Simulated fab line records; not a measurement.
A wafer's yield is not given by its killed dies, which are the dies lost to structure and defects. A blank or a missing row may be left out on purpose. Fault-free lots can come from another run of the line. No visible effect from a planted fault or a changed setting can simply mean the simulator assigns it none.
Chamber matching    flow berkeley-cmos170    UCB170_GATE_ETCH_15 on rie-si-01 has 4 sister chambers
The step etches poly-Si in HBr/Cl2, stops on SiO2, time 56.3 s, target depth 278.2 nm. 4 wafers are shown with their chamber, then 7 later ones without.

WAFERS, EACH WITH ITS CHAMBER
wafer   chamber  drypump-motor-current-A (A)
L658.5  0        6.0
L669.2  2        6.0
L668.3  3        4.7
L668.4  1        4.9

WAFERS WHOSE CHAMBER IS MISSING
wafer   drypump-motor-current-A (A)
L668.6  4.6
L671.1  6.0
L671.2  6.0
L671.4  4.7
L675.3  4.9
L675.4  6.0
L675.6  4.7

WHICH CHAMBER EACH WENT THROUGH
wafer   from the rows above      in truth
L668.6  3                        3
L671.1  can't be placed: 0 or 2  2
L671.2  can't be placed: 0 or 2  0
L671.4  3                        3
L675.3  1                        1
L675.4  can't be placed: 0 or 2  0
L675.6  3                        3
Placed correctly: 4 of 7. From these rows, 3 cannot be placed; in 3 the true chamber is one of the candidates. 0 placed wrongly.
How it was worked out, from the rows above alone: a wafer's distance from a chamber is the root of the sum, over the readings, of the square of ((its reading less the chamber's mean) divided by the reading's scatter). If the next closest chamber is less than 2 further off than the closest, the wafer can't be placed; otherwise it belongs to the closest. The mean given for a chamber averages the wafers shown for that chamber. The scatter: root of mean squared gap, hidden wafer to nearest shown wafer, with one shown wafer a chamber.
